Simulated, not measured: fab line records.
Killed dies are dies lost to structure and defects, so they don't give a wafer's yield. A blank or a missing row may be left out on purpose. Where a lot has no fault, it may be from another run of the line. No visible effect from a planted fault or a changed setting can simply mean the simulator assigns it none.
The tool behind it: which one? :: flow rit_cmos :: 7 lots, 21 wafers sampled, at 2 steps of a route of 202

WHAT THE GAUGES SHOWED, per wafer
RIT_WELLDRIVE_RS_MEAS_01: uses a four-point probe to measure.
lot: L586
measured: day 2 17:51
on: film_metro-04
NWELL_RS (ohm/sq): 275.3 275.0 275.4

lot: L591
measured: day 4 00:57
on: film_metro-01
NWELL_RS (ohm/sq): 277.1 276.3 277.0

lot: L593
measured: day 4 08:40
on: film_metro-04
NWELL_RS (ohm/sq): 275.9 276.1 276.0

lot: L596
measured: day 4 18:01
on: film_metro-04
NWELL_RS (ohm/sq): 273.9 273.7 274.8

lot: L599
measured: day 5 13:59
on: film_metro-04
NWELL_RS (ohm/sq): 276.0 276.4 276.4

lot: L602
measured: day 6 04:01
on: film_metro-04
NWELL_RS (ohm/sq): 259.8 259.3 259.8

lot: L607
measured: day 7 14:04
on: film_metro-01
NWELL_RS (ohm/sq): 276.8 276.8 276.8

WHICH TOOL RAN EACH LOT (tool, then ch and the chambers of the sampled wafers, then the start)
lot: L586
RIT_NWELL_IMPLANT_08: implanter-03 ch 0, day 2 09:05

lot: L591
RIT_NWELL_IMPLANT_08: implanter-04 ch 0, day 3 17:23

lot: L593
RIT_NWELL_IMPLANT_08: implanter-04 ch 0, day 3 23:45

lot: L596
RIT_NWELL_IMPLANT_08: implanter-04 ch 0, day 4 11:00

lot: L599
RIT_NWELL_IMPLANT_08: implanter-04 ch 0, day 5 03:12

lot: L602
RIT_NWELL_IMPLANT_08: implanter-03 ch 0, day 5 20:59

lot: L607
RIT_NWELL_IMPLANT_08: implanter-02 ch 0, day 7 06:28
- RIT_NWELL_IMPLANT_08

THE ANSWER, worked out from the rows above alone
Rule: the usual values come from the lots themselves. Put in order of their means at a reading, lots are off if they are a third of the lots or fewer, leave a main group of 4 or more, and stand apart from it by a gap of 3 or more times the standard deviation of the main group's means; of several such gaps the widest counts. A main group is skipped when, at the precision printed for the reading in the tables above, its means are all equal. Also off: a lot with no number at a reading for which 4 or more lots have one. The other lots that the step has rows for count as sound.
Off: L602, seen at RIT_WELLDRIVE_RS_MEAS_01 (NWELL_RS). For the main group the mean is 275.9 ohm/sq and the standard deviation 0.94.
A tool fits if, at a process step before that reading, it ran every lot that is off, and no sound lot after the first of them. The gauges at RIT_WELLDRIVE_RS_MEAS_01 are tried like those tools. This does not decide it: 2 tools fit, namely implanter-03 at RIT_NWELL_IMPLANT_08 and film_metro-04 at RIT_WELLDRIVE_RS_MEAS_01.

WHAT HAD BEEN PUT IN BY THE SIMULATOR
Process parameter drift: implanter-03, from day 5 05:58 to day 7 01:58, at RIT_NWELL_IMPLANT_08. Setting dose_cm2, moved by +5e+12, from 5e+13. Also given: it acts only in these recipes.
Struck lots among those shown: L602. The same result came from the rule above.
